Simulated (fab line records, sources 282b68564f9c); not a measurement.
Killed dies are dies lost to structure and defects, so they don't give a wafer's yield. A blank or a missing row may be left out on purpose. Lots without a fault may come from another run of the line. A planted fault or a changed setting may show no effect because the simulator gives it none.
fab line records | flow rit_cmos
record lots=7 wafers=21 last_day=7
route steps=202 shown ACTIVE@1 FOX1@20 FOX2@23 M1@202
lots that met no fault: from a run of the same line without faults
start_h: hours from the record's first day to the start of the lot's first wafer shown | wait_h: hours since the lot's step before | " the same as in the row above | L1.1+2: a row that stands for several wafers | - no value, or no start given | * or withheld: withheld | < > ~ a bound
route shown NAME@n: a module of which the file shows steps, and the number in the route of the first | usual: mean/standard deviation of fault-free wafers | same: alike in all rows | chamber/n: place in a boat | sites: the reading at each site | _std_site: their standard deviation | _edge_site: outer sites' mean less inner sites' | radius_mm: how far each site lies from the wafer's centre | mask NAME#n: copy n | behind: the tool/chamber that last shaped the wafer | hold: why the lot was held/for how many hours/how that ended | device: the transistor (n, p or np) that didn't switch | end of line: the same wafers' tests at the end of the route | a step without rows: its recipe alone | killed: dies lost to structure and defects at the first sort, not the wafer's yield | map: a wafer's dies, x killed, . not, _ none there
set.NAME: the setting as run; set.NAME@STEP: as run at that earlier step | model.NAME: the simulator's own value behind a step, which no gauge read
lots at some steps of the route; a table a step, a row a wafer
services: from which hour (start_h, from the record's first day; less than 0 if before it) a tool's chamber was out of use, for how many hours, and why
## steps
# step RIT_ACTIVE_BOW_MEAS_00
# recipe mode=bow
# usual INCOMING_BOW=0/6.8
# columns lot.wafer tool chamber start_h wait_h INCOMING_BOW[um]
L721.2 film_metro-02 - 50.02 - -4
L721.3 " - " " 5
L721.6 " - " " -5
L722.1 film_metro-02 - 55.00 - 2
L722.3 " - " " -3
L722.4 " - " " -6
L725.1 film_metro-04 - 70.00 - 1
L725.4 " - " " -10
L725.5 " - " " -14
L726.2 film_metro-04 - 75.02 - -2
L726.4 " - " " 6
L726.5 " - " " 1
L729.1 film_metro-04 - 90.00 - 1
L729.3 " - " " -9
L729.4 " - " " -9
L733.3 film_metro-04 - 110.04 - 9
L733.4 " - " " 7
L733.6 " - " " 1
L736.3 film_metro-04 - 125.04 - 11
L736.4 " - " " -3
L736.6 " - " " -6
# step RIT_ACTIVE_OXIDATION_01
# recipe temp_c=1000 ambient=O2 target_thk_a=468 ox_time_s=3360
# usual ox_temp_c=1000.0/0.42 ox_time_s=3360/0 spike_tc_source_C=1023.0/2.2
# columns lot.wafer tool chamber start_h wait_h ox_temp_c ox_time_s spike_tc_source_C model.SiO2_of_ACTIVE_OXIDATION_01.thk_nm
L721.2 furnace-04 0 50.12 0.1 999.2 3360 1025.0 48.05
L721.3 " 0 " " 1000.1 3360 1027.3 47.41
L721.6 " 0 " " 1000.0 3360 1023.9 47.37
L722.1 furnace-01 0 55.48 0.5 1000.0 3360 1022.9 48.39
L722.3 " 0 " " 999.4 3360 1023.4 49.72
L722.4 " 0 " " 999.0 3360 1023.4 48.48
L725.1 furnace-04 0 70.12 0.1 999.7 2688 1025.8 40.77
L725.4 " 0 " " 1000.0 2688 1024.7 40.92
L725.5 " 0 " " 1000.9 2688 1025.2 41.55
L726.2 furnace-04 0 75.12 0.1 999.7 2688 1026.2 41.74
L726.4 " 0 " " 1000.0 2688 1024.4 41.99
L726.5 " 0 " " 1000.0 2688 1024.9 41.65
L729.1 furnace-04 0 90.12 0.1 999.7 2688 1025.1 41.11
L729.3 " 0 " " 1000.2 2688 1027.4 40.68
L729.4 " 0 " " 1000.1 2688 1024.6 40.88
L733.3 furnace-01 0 110.12 0.1 999.5 3360 1022.4 45.78
L733.4 " 0 " " 1000.1 3360 1022.1 46.32
L733.6 " 0 " " 999.6 3360 1022.5 46.77
L736.3 furnace-01 0 125.12 0.1 999.9 3360 1021.7 45.88
L736.4 " 0 " " 999.8 3360 1022.3 46.37
L736.6 " 0 " " 1000.9 3360 1021.4 46.68
# step RIT_ACTIVE_THK_MEAS_02
# recipe reads=SiO2_of_ACTIVE_OXIDATION_01
# usual ACTIVE_OXIDE_THK=47.2/0.84
# columns lot.wafer tool chamber start_h wait_h hold ACTIVE_OXIDE_THK[nm]
L721.2 film_metro-02 - 52.06 0.0 - 48.1
L721.3 " - " " - 47.4
L721.6 " - " " - 47.4
L722.1 film_metro-03 - 57.41 0.0 - 48.4
L722.3 " - " " - 49.7
L722.4 " - " " - 48.4
L725.1 film_metro-04 - 72.05 0.0 await_dispo/0.2h/release 40.7
L725.4 " - " " await_dispo/0.2h/release 40.9
L725.5 " - " " await_dispo/0.2h/release 41.6
L725.1 film_metro-04 - 72.28 0.2 - 40.8
L725.4 " - " " - 40.9
L725.5 " - " " - 41.5
L726.2 film_metro-04 - 77.06 0.0 await_dispo/0.2h/release 41.7
L726.4 " - " " await_dispo/0.2h/release 42.0
L726.5 " - " " await_dispo/0.2h/release 41.7
L726.2 film_metro-04 - 77.29 0.2 - 41.7
L726.4 " - " " - 42.0
L726.5 " - " " - 41.7
L729.1 film_metro-02 - 92.05 0.0 await_dispo/0.2h/release 41.1
L729.3 " - " " await_dispo/0.2h/release 40.7
L729.4 " - " " await_dispo/0.2h/release 40.9
L729.1 film_metro-02 - 92.28 0.2 - 41.2
L729.3 " - " " - 40.7
L729.4 " - " " - 40.9
L733.3 film_metro-04 - 112.07 0.0 - 45.8
L733.4 " - " " - 46.3
L733.6 " - " " - 46.7
L736.3 film_metro-02 - 127.07 0.0 - 45.9
L736.4 " - " " - 46.3
L736.6 " - " " - 46.7
# step RIT_ACTIVE_THK_MEAS_04
# recipe reads=Si3N4_of_ACTIVE_CVD_03
# usual ACTIVE_NITRIDE_THK=150.1/1.3
# columns lot.wafer tool chamber start_h wait_h ACTIVE_NITRIDE_THK[nm]
L721.2 film_metro-03 - 53.86 0.0 149.6
L721.3 " - " " 148.8
L721.6 " - " " 150.0
L722.1 film_metro-03 - 58.89 0.0 149.6
L722.3 " - " " 149.8
L722.4 " - " " 150.1
L725.1 film_metro-02 - 77.91 0.0 149.3
L725.4 " - " " 149.0
L725.5 " - " " 148.9
L726.2 film_metro-02 - 81.92 0.0 149.6
L726.4 " - " " 151.2
L726.5 " - " " 149.6
L729.1 film_metro-03 - 96.56 0.0 148.9
L729.3 " - " " 149.6
L729.4 " - " " 151.5
L733.3 film_metro-02 - 113.55 0.0 148.4
L733.4 " - " " 148.9
L733.6 " - " " 149.5
L736.3 film_metro-02 - 128.55 0.0 152.4
L736.4 " - " " 151.4
L736.6 " - " " 151.8
# step RIT_ACTIVE_HMDS_05
# recipe prime_time_s=60 prime_temp_c=140
# step RIT_ACTIVE_COAT_06
# recipe resist=NOVOLAK spin_rpm=3250 resist_thk_nm=984.4
# step RIT_ACTIVE_SOFTBAKE_07
# recipe resist=NOVOLAK temp_c=90 time_s=60
# step RIT_ACTIVE_EXPOSE_08
# recipe mask_id=M1 na=0.6 source_shape=conventional sigma_outer=0.6 target_cd_nm=1400 dose_mj=225
# step RIT_ACTIVE_PEB_09
# recipe resist=NOVOLAK temp_c=withheld time_s=withheld
# step RIT_ACTIVE_DEVELOP_10
# recipe resist=NOVOLAK develop_time_s=50 dev_temp_c=23
# step RIT_ACTIVE_CD_MEAS_11
# recipe target_cd_nm=1400
# usual cd_nm=1400.1/2.3
# columns lot.wafer tool chamber start_h wait_h cd_nm
L721.2 cd_sem-02 - 54.90 - 1399.5
L721.3 " - " " 1402.6
L721.6 " - " " 1400.5
L722.1 cd_sem-01 - 59.92 - 1399.9
L722.3 " - " " 1400.5
L722.4 " - " " 1399.7
L725.1 cd_sem-01 - 78.95 - 1401.5
L725.4 " - " " 1401.1
L725.5 " - " " 1404.4
L726.2 cd_sem-01 - 83.08 - 1394.3
L726.4 " - " " 1395.5
L726.5 " - " " 1392.6
L729.1 cd_sem-01 - 97.72 - 1400.6
L729.3 " - " " 1403.3
L729.4 " - " " 1403.1
L733.3 cd_sem-01 - 114.60 - 1404.2
L733.4 " - " " 1403.8
L733.6 " - " " 1405.4
L736.3 cd_sem-01 - 129.60 - 1398.7
L736.4 " - " " 1399.7
L736.6 " - " " 1401.3
# step RIT_ACTIVE_HARDBAKE_12
# recipe resist=NOVOLAK temp_c=140 time_s=60
# step RIT_ACTIVE_ETCH_13
# recipe stop_on=SiO2 chemistry=SF6 target=Si3N4 time_s=210 over_etch_frac=0.4 SF6_flow_sccm=200 pressure_mtorr=271.2 rf_w=125 target_depth_a=2100
# usual drypump_motor_current_A=5.7/0.43 oes_product_au=0.818/0.014 throttle_valve_pct=7.32/0.08
# columns lot.wafer tool chamber start_h wait_h drypump_motor_current_A oes_product_au rf_hours_counter_h throttle_valve_pct
L721.2 rie_diel-03 0 55.15 0.1 5.7 0.810 1 7.31
L721.3 " 3 " " 5.7 0.785 124 7.37
L721.6 " 1 " " 6.3 0.822 - 7.37
L722.1 rie_diel-03 3 60.19 0.1 5.7 0.789 124 7.38
L722.3 " 0 " " 5.7 0.816 1 7.30
L722.4 " 2 " " 5.5 0.804 6 7.31
L725.1 rie_diel-04 3 79.30 0.1 5.6 0.840 99 7.25
L725.4 " 2 " " 5.8 0.815 29 7.14
L725.5 " 0 " " 4.8 0.828 - 7.32
L726.2 rie_diel-04 1 83.33 0.1 6.5 0.821 141 7.31
L726.4 " 3 " " 5.6 0.841 99 7.24
L726.5 " 2 " " 5.8 0.812 - 7.14
L729.1 rie_diel-01 0 97.99 0.1 5.6 0.813 121 7.35
L729.3 " 3 " " 5.2 0.810 84 7.50
L729.4 " 2 " " 6.2 0.835 75 7.38
L733.3 rie_diel-04 3 114.83 0.1 5.6 0.833 100 7.25
L733.4 " 0 " " 4.8 0.832 6 7.32
L733.6 " 3 " " 5.6 0.850 - 7.24
L736.3 rie_diel-03 2 129.90 0.1 5.6 0.821 7 7.32
L736.4 " 0 " " 5.7 0.819 3 7.30
L736.6 " 1 " " 6.3 0.820 - 7.38
# step RIT_ACTIVE_STRIP_14
# recipe chemistry=O2 time_s=180 resist=NOVOLAK platen_temp_c=withheld power_w=500 pressure_mtorr=4000 o2_flow_sccm=4000
# usual drypump_motor_current_A=5.6/0.36
# columns lot.wafer tool chamber start_h wait_h drypump_motor_current_A rf_hours_counter_h
L721.2 plasma_asher-01 1 55.29 0.1 6.2 40
L721.3 " 0 " " 5.4 -
L721.6 " 0 " " 5.4 -
L722.1 plasma_asher-01 0 60.32 0.1 5.4 41
L722.3 " 0 " " 5.4 -
L722.4 " 1 " " 6.2 -
L725.1 plasma_asher-01 1 79.78 0.4 6.2 42
L725.4 " 1 " " 6.2 -
L725.5 " 0 " " 5.4 -
L726.2 plasma_asher-02 0 83.47 0.1 5.3 43
L726.4 " 0 " " 5.3 -
L726.5 " 0 " " 5.3 -
L729.1 plasma_asher-02 0 98.13 0.1 5.3 45
L729.3 " 1 " " 5.7 -
L729.4 " 0 " " 5.3 -
L733.3 plasma_asher-01 0 115.03 0.1 5.4 -
L733.4 " 1 " " 6.2 -
L733.6 " 0 " " 5.5 -
L736.3 plasma_asher-02 0 130.09 0.1 5.3 -
L736.4 " 1 " " 5.7 -
L736.6 " 1 " " 5.7 -
# step RIT_ACTIVE_CD_MEAS_90
# recipe target_cd_nm=1400
# usual cd_nm=1400.0/2.3
# columns lot.wafer tool chamber start_h wait_h cd_nm
L721.2 cd_sem-02 - 55.48 0.1 1399.6
L721.3 " - " " 1402.4
L721.6 " - " " 1401.0
L722.1 cd_sem-02 - 60.50 0.1 1399.9
L722.3 " - " " 1400.3
L722.4 " - " " 1399.3
L725.1 cd_sem-02 - 79.95 0.1 1401.6
L725.4 " - " " 1400.8
L725.5 " - " " 1404.7
L726.2 cd_sem-02 - 83.66 0.1 1394.2
L726.4 " - " " 1395.5
L726.5 " - " " 1392.7
L729.1 cd_sem-01 - 98.30 0.1 1400.4
L729.3 " - " " 1403.2
L729.4 " - " " 1403.2
L733.3 cd_sem-02 - 115.18 0.1 1404.1
L733.4 " - " " 1404.1
L733.6 " - " " 1405.6
L736.3 cd_sem-02 - 130.25 0.1 1399.0
L736.4 " - " " 1400.1
L736.6 " - " " 1401.5
# step RIT_ACTIVE_CLEAN_15
# recipe chemistry=SC1 mix=3:3:50 time_s=600 temp_c=75
# step RIT_ACTIVE_CLEAN_16
# recipe chemistry=dHF dilution=50:1 time_s=30
# step RIT_ACTIVE_CLEAN_17
# recipe chemistry=SC2 mix=3:3:50 time_s=600 temp_c=75 dry=n2_spin
# step RIT_FOX1_OXIDATION_00
# recipe temp_c=1100 ambient=H2O target_thk_a=3507 p_h2o_torr=720 ox_time_s=1130
# step RIT_FOX1_THK_MEAS_01
# recipe reads=SiO2_of_FOX1_OXIDATION_00
# usual FOX1_OXIDE_THK=354/7.8
# columns lot.wafer tool chamber start_h wait_h FOX1_OXIDE_THK[nm]
L721.2 film_metro-01 - 58.51 0.0 341
L721.3 " - " " 349
L721.6 " - " " 346
L722.1 film_metro-01 - 62.33 0.0 342
L722.3 " - " " 338
L722.4 " - " " 346
L725.1 film_metro-02 - 82.77 0.0 350
L725.4 " - " " 360
L725.5 " - " " 355
L726.2 film_metro-01 - 85.83 0.0 341
L726.4 " - " " 345
L726.5 " - " " 349
L729.1 film_metro-01 - 100.95 0.0 360
L729.3 " - " " 356
L729.4 " - " " 360
L733.3 film_metro-01 - 117.50 0.0 356
L733.4 " - " " 357
L733.6 " - " " 353
L736.3 film_metro-02 - 132.03 0.0 369
L736.4 " - " " 358
L736.6 " - " " 367
# step RIT_FOX1_WET_ETCH_02
# recipe chemistry=BOE target_depth_nm=350 time_s=390 temp_c=21.5 dry=n2_spin dilution=10:1 target=SiO2
# step RIT_FOX2_OXIDATION_00
# recipe temp_c=1100 ambient=H2O target_thk_a=3507 p_h2o_torr=720 ox_time_s=1130
# step RIT_FOX2_THK_MEAS_01
# recipe reads=SiO2_of_FOX2_OXIDATION_00
# usual FOX2_OXIDE_THK=353/7.2
# columns lot.wafer tool chamber start_h wait_h FOX2_OXIDE_THK[nm]
L721.2 film_metro-01 - 60.01 0.0 343
L721.3 " - " " 347
L721.6 " - " " 347
L722.1 film_metro-01 - 63.82 0.0 344
L722.3 " - " " 349
L722.4 " - " " 342
L725.1 film_metro-01 - 84.39 0.0 348
L725.4 " - " " 343
L725.5 " - " " 346
L726.2 film_metro-04 - 87.94 0.0 350
L726.4 " - " " 351
L726.5 " - " " 347
L729.1 film_metro-03 - 103.29 0.0 349
L729.3 " - " " 349
L729.4 " - " " 345
L733.3 film_metro-04 - 118.99 0.0 357
L733.4 " - " " 354
L733.6 " - " " 352
L736.3 film_metro-04 - 133.53 0.0 361
L736.4 " - " " 357
L736.6 " - " " 355
# step RIT_FOX2_CLEAN_02
# recipe chemistry=dHF dilution=50:1 time_s=180
# step RIT_FOX2_WET_ETCH_03
# recipe chemistry=H3PO4 target=Si3N4 target_depth_nm=195 temp_c=165 time_s=2700
# columns lot.wafer tool chamber start_h wait_h model.SiO2_of_ACTIVE_OXIDATION_01.thk_nm
L721.2 wet_bench-04 0 60.12 0.0 42.67
L721.3+6 " 0 " " 42.09
L722.1 wet_bench-04 1 63.94 0.0 43.09
L722.3 " 1 " " 44.27
L722.4 " 1 " " 42.53
L725.1 wet_bench-02 2 84.55 0.0 36.26
L725.4 " 2 " " 35.37
L725.5 " 2 " " 36.7
L726.2 wet_bench-04 1 88.18 0.0 36.53
L726.4 " 1 " " 37.22
L726.5 " 1 " " 35.93
L729.1 wet_bench-02 3 103.42 0.0 34.91
L729.3 " 3 " " 35.88
L729.4 " 3 " " 36.32
L733.3 wet_bench-02 3 119.09 0.0 40.61
L733.4 " 3 " " 40.89
L733.6 " 3 " " 41.46
L736.3 wet_bench-03 1 133.63 0.0 40.32
L736.4 " 1 " " 41.35
L736.6 " 1 " " 41.64
# step RIT_FOX2_THK_MEAS_90
# recipe reads=SiO2_of_FOX2_OXIDATION_00
# usual FIELD_OXIDE_LEFT_1_THK=325/7.1
# columns lot.wafer tool chamber start_h wait_h FIELD_OXIDE_LEFT_1_THK[nm]
L721.2 film_metro-01 - 60.96 0.0 316
L721.3 " - " " 320
L721.6 " - " " 319
L722.1 film_metro-03 - 64.70 0.0 317
L722.3 " - " " 321
L722.4 " - " " 315
L725.1 film_metro-04 - 85.31 0.0 321
L725.4 " - " " 315
L725.5 " - " " 318
L726.2 film_metro-01 - 88.95 0.0 323
L726.4 " - " " 323
L726.5 " - " " 320
L729.1 film_metro-01 - 104.32 0.0 322
L729.3 " - " " 321
L729.4 " - " " 318
L733.3 film_metro-03 - 119.87 0.0 330
L733.4 " - " " 326
L733.6 " - " " 325
L736.3 film_metro-01 - 134.48 0.0 335
L736.4 " - " " 330
L736.6 " - " " 327
# step RIT_M1_PROBE_99
# usual killed_at_contacts=0.1/0.24 killed_at_front_end=7.1/2.8 killed_dies=7.2/2.8 killed_open=3.6/2.1 killed_short=3.6/1.9
# same gross_dies=264 killed_at_M0_to_M3=0 killed_at_M4_up=0 killed_at_back_side=0 killed_at_other=0
# columns lot.wafer tool chamber start_h wait_h killed_at_contacts killed_at_front_end killed_dies killed_open killed_short
L721.2 prober-01 - 97.84 0.1 0 3 3 1 2
L721.3 prober-01 - 97.89 0.2 0 6 6 3 3
L721.6 prober-01 - 98.04 0.2 0 9 9 4 5
L722.1 prober-02 - 102.10 0.1 0 11 11 9 2
L722.3 prober-02 - 102.20 0.2 0 8 8 6 2
L722.4 prober-02 - 102.25 0.2 0 6 6 3 3
L729.1 prober-02 - 145.92 0.1 0 5 5 2 3
L729.3 prober-02 - 146.02 0.2 0 5 5 0 5
L729.4 prober-02 - 146.07 0.2 0 12 12 5 7
L733.3 prober-02 - 157.65 0.2 0 7 7 4 3
L733.4 prober-02 - 157.70 0.2 0 6 6 5 1
L733.6 prober-02 - 157.80 0.2 0 9 9 4 5
L736.3 prober-02 - 178.77 0.2 1 7 8 6 2
L736.4 prober-02 - 178.82 0.2 0 13 13 8 5
L736.6 prober-02 - 178.92 0.2 0 7 7 4 3
# killed by level:class
L721.2 SILICIDE:geometric_particle:short=2 FOX2:geometric_particle:open=1
L721.3 FOX1:geometric_particle:short=1 FOX2:geometric_particle:short=1 FOX2:geometric_particle:open=1 GATE:geometric_particle:open=1 SPACER:geometric_particle:open=1 SILICIDE:geometric_particle:short=1
L721.6 GATE:geometric_particle:open=3 FOX2:geometric_particle:short=2 GATE:geometric_particle:short=2 REOX:geometric_particle:open=1 SILICIDE:geometric_particle:short=1
L722.1 GATE:geometric_particle:open=7 FOX1:geometric_particle:short=1 FOX1:geometric_particle:open=1 GATE:geometric_particle:short=1 SPACER:geometric_particle:open=1
L722.3 GATE:geometric_particle:open=3 REOX:geometric_particle:open=2 FOX1:geometric_particle:open=1 FOX1:geometric_particle:short=1 GATE:geometric_particle:short=1
L722.4 FOX2:geometric_particle:short=2 GATE:geometric_particle:open=2 FOX2:geometric_particle:open=1 GATE:geometric_particle:short=1
L729.1 GATE:geometric_particle:short=2 FOX1:geometric_particle:open=1 REOX:geometric_particle:short=1 SILICIDE:geometric_particle:open=1
L729.3 GATE:geometric_particle:short=2 FOX1:geometric_particle:short=1 REOX:geometric_particle:short=1 SILICIDE:geometric_particle:short=1
L729.4 GATE:geometric_particle:open=3 FOX1:geometric_particle:short=2 GATE:geometric_particle:short=2 FOX1:geometric_particle:open=1 REOX:geometric_particle:short=1 REOX:geometric_particle:open=1 SPACER:geometric_particle:short=1 SILICIDE:geometric_particle:short=1
L733.3 GATE:geometric_particle:open=2 SILICIDE:geometric_particle:open=2 FOX2:geometric_particle:short=1 SPACER:geometric_particle:short=1 SILICIDE:geometric_particle:short=1
L733.4 SILICIDE:geometric_particle:open=3 SPACER:geometric_particle:open=2 FOX2:geometric_particle:short=1
L733.6 FOX2:geometric_particle:short=2 REOX:geometric_particle:open=2 SPACER:geometric_particle:short=2 FOX1:geometric_particle:short=1 FOX2:geometric_particle:open=1 GATE:geometric_particle:open=1
L736.3 FOX2:geometric_particle:open=2 SPACER:geometric_particle:open=2 FOX1:geometric_particle:short=1 GATE:geometric_particle:short=1 GATE:geometric_particle:open=1 CONTACT:geometric_particle:open=1
L736.4 FOX2:geometric_particle:open=4 FOX1:geometric_particle:short=2 GATE:geometric_particle:short=2 GATE:geometric_particle:open=2 REOX:geometric_particle:open=2 FOX2:geometric_particle:short=1
L736.6 ACTIVE:geometric_particle:open=1 FOX1:geometric_particle:open=1 GATE:geometric_particle:open=1 GATE:geometric_particle:short=1 SPACER:geometric_particle:short=1 SILICIDE:geometric_particle:short=1 SILICIDE:geometric_particle:open=1
## services
# columns tool chamber start_h hours kind
plasma_asher-01 - 26.35 2.8 pm
furnace-01 - 32.05 13.9 pm
rie_diel-04 2 46.93 6.5 repair
rie_diel-01 - 49.81 14.6 pm
plasma_asher-01 - 61.46 1.8 repair
rie_diel-04 1 93.59 5.7 repair
rie_diel-03 0 99.66 7.5 repair
rie_diel-04 0 115.14 22.4 repair
plasma_asher-02 0 117.75 - clean
plasma_asher-02 1 117.75 - clean
plasma_asher-01 - 128.92 8.7 repair
## key
first_sign step=RIT_ACTIVE_OXIDATION_01 reading=ox_time_s direction=down sigmas=99+ usual=* struck=*
effect step=RIT_ACTIVE_THK_MEAS_02 reading=visit direction=added
effect step=RIT_ACTIVE_THK_MEAS_02 reading=ACTIVE_OXIDE_THK direction=down sigmas=7.1 usual=47.2 struck=41.3
model_effect step=RIT_ACTIVE_OXIDATION_01 value=SiO2_of_ACTIVE_OXIDATION_01.thk_nm without=47.36 struck=41.25
model_effect step=RIT_FOX2_WET_ETCH_03 value=SiO2_of_ACTIVE_OXIDATION_01.thk_nm without=41.55 struck=36.13
met_at RIT_ACTIVE_OXIDATION_01
struck_wafers L725.1,L725.4,L725.5,L726.2,L726.4,L726.5,L729.1,L729.3,L729.4
rows_end L725.1,L725.4,L725.5,L726.2,L726.4,L726.5
tester_left_out L729
onset_between 50.12 70.12
fault kind=process_parameter_drift tool=furnace-04 chamber=- onset_h=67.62 steps=RIT_ACTIVE_OXIDATION_01 channel=ox_time_s offset=* shape=step end_h=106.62 acts_in=* stated=*
# tester_left_out: of these lots the tester's yield and bins aren't shown, on N5 and GAA mostly nor the transistor test; their killed dies are dies lost to structure and defects alone, not to doping, threshold or leakage, so they don't give the yield
# rows_end: these wafers met a further fault down the route, and their rows from its step on are left out
